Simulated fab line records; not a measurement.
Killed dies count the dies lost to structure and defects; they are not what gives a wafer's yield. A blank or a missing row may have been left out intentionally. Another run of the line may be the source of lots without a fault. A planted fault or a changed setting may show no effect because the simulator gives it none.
fab line records    flow rit-cmos
record lots=14  wafers=42  last-day=8
route steps=202 shown PSD@142 M1@202
lots untouched by any fault: they come from a run of this same line in which no faults occurred
start-h: hours from the record's opening day to when the first of the lot's shown wafers began    wait-h: hours elapsed since this lot's preceding step    " unchanged from the row above    L1.1+2: a row that stands for several wafers    - no value, or no start given    * or withheld: withheld    < > ~ a bound
route shown NAME@n: a module of which the file shows steps, and the number in the route of the first    usual: average and standard deviation across the fault-free wafers    same: alike in all rows    chamber/n: place in a boat    sites: readings site by site    _std_site: the values' standard deviation    _edge_site: the outer-site mean with the inner-site mean subtracted    radius-mm: for every site, how far away it sits from the centre of the wafer    mask NAME#n: copy n    behind: tool/chamber where the wafer was last shaped    hold: why the lot went on hold/how many hours it stayed there/how the hold came to an end    device: the n, p or np transistor that did not switch    end of line: at the end of the route, the tests of the same wafers    a step given without rows: its recipe and nothing more    killed: not the wafer's yield, but the dies lost to structure and defects at the first sort    map: the dies of a wafer, with x for killed, . for not killed, _ for no die there
set.NAME: the setting the step ran with; set.NAME@STEP: the setting that earlier step ran with    model.NAME: the simulator's own value behind a step, which no gauge read
a sample of lots followed through the steps of the route, with each step as a table and each wafer as a row
## steps
# step RIT_PSD_HMDS_00
# recipe prime-time-s=60  prime-temp-c=140
# usual chill-plate-temp-C=23.00/0.091  prime-temp-c=139.99/0.13
lot.wafer  tool            chamber  start-h  wait-h  chill-plate-temp-C  prime-temp-c
L573.1     litho-track-04  0        61.27    0.1     22.79               140.02
L573.2     "               0        "        "       22.87               140.16
L573.6     "               0        "        "       22.89               140.04
L574.2     litho-track-01  0        63.08    0.1     23.02               139.91
L574.3     "               0        "        "       22.95               140.13
L574.5     "               0        "        "       23.14               140.15
L575.1     litho-track-04  0        70.60    0.2     22.82               140.06
L575.4     "               0        "        "       23.01               140.16
L575.5     "               0        "        "       22.99               140.22
L576.1     litho-track-01  0        73.54    0.1     22.94               139.79
L576.3     "               0        "        "       23.00               139.74
L576.6     "               0        "        "       23.08               139.77
L577.1     litho-track-04  0        78.41    0.1     23.16               139.76
L577.3     "               0        "        "       23.09               139.81
L577.4     "               0        "        "       22.96               139.88
L578.1     litho-track-02  0        82.20    0.1     23.03               139.89
L578.4     "               0        "        "       22.84               140.03
L578.6     "               0        "        "       22.93               139.86
L580.2     litho-track-04  0        95.49    0.1     23.09               140.05
L580.3     "               0        "        "       23.11               140.11
L580.4     "               0        "        "       23.13               139.99
L581.1     litho-track-04  0        99.10    0.1     22.97               140.00
L581.2     "               0        "        "       22.88               140.02
L581.3     "               0        "        "       22.93               139.88
L582.1     litho-track-01  0        102.87   0.2     23.09               140.01
L582.3     "               0        "        "       23.10               139.95
L582.5     "               0        "        "       23.15               140.01
L583.2     litho-track-04  0        110.22   0.1     22.97               146.29
L583.3     "               0        "        "       23.10               146.37
L583.4     "               0        "        "       23.12               146.43
L585.1     litho-track-04  0        125.22   0.1     22.92               146.14
L585.5     "               0        "        "       23.01               146.22
L585.6     "               0        "        "       23.11               146.39
L587.1     litho-track-01  0        132.08   0.1     23.02               140.27
L587.2     "               0        "        "       23.06               140.10
L587.5     "               0        "        "       23.04               140.05
L592.1     litho-track-01  0        163.27   0.1     23.02               139.79
L592.4     "               0        "        "       22.99               139.87
L592.5     "               0        "        "       23.11               139.96
L594.1     litho-track-01  0        177.08   0.1     23.10               139.96
L594.2     "               0        "        "       23.11               139.84
L594.6     "               0        "        "       23.03               140.02
# step RIT_M1_PROBE_99
# usual killed_at_M0_to_M3=0.0/0.14  killed-at-contacts=0.0/0.25  killed-at-front-end=6.6/2.7  killed-dies=6.7/2.7  killed-open=3.3/1.9  killed-short=3.4/1.9
# same gross-dies=264  killed_at_M4_up=0  killed-at-back-side=0  killed-at-other=0
lot.wafer  tool       chamber  start-h  wait-h  killed_at_M0_to_M3  killed-at-contacts  killed-at-front-end  killed-dies  killed-open  killed-short
L578.1     prober-02  -        92.52    0.1     0                   0                   6                    6            3            3
L578.4     prober-02  -        92.67    0.2     0                   0                   4                    4            2            2
L578.6     prober-02  -        92.77    0.2     0                   0                   5                    5            1            3
# killed by level:class
L578.1 SPACER:geometric-particle:open=2 SILICIDE:geometric-particle:short=2 FOX1:geometric-particle:short=1 FOX2:geometric-particle:open=1
L578.4 FOX1:geometric-particle:short=1 FOX1:geometric-particle:open=1 GATE:geometric-particle:open=1 GATE:geometric-particle:short=1
L578.6 GATE:geometric-particle:open=1 GATE:geometric-particle:short=1 SPACER:geometric-particle:short=1 SILICIDE:geometric-particle:short=1 PSD:coat-microbubble-printed=1
## key
first-sign step=RIT_PSD_HMDS_00  reading=prime-temp-c  direction=up  sigmas=47  usual=*  struck=*
effect none on later readings
met-at RIT_PSD_HMDS_00
struck-lots L583,L585
tester-left-out L583,L585
onset-between 99.10 110.22
fault kind=process-parameter-drift  tool=litho-track-04  chamber=-  onset-h=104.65  steps=RIT_PSD_HMDS_00  channel=prime-temp-c  offset=*  shape=step  end-h=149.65  acts-in=*  stated=*
# tester-left-out: of these lots the tester's yield and bins aren't shown, on N5 and GAA mostly nor the transistor test; their killed dies are dies lost to structure and defects alone, not to doping, threshold or leakage, so they don't give the yield
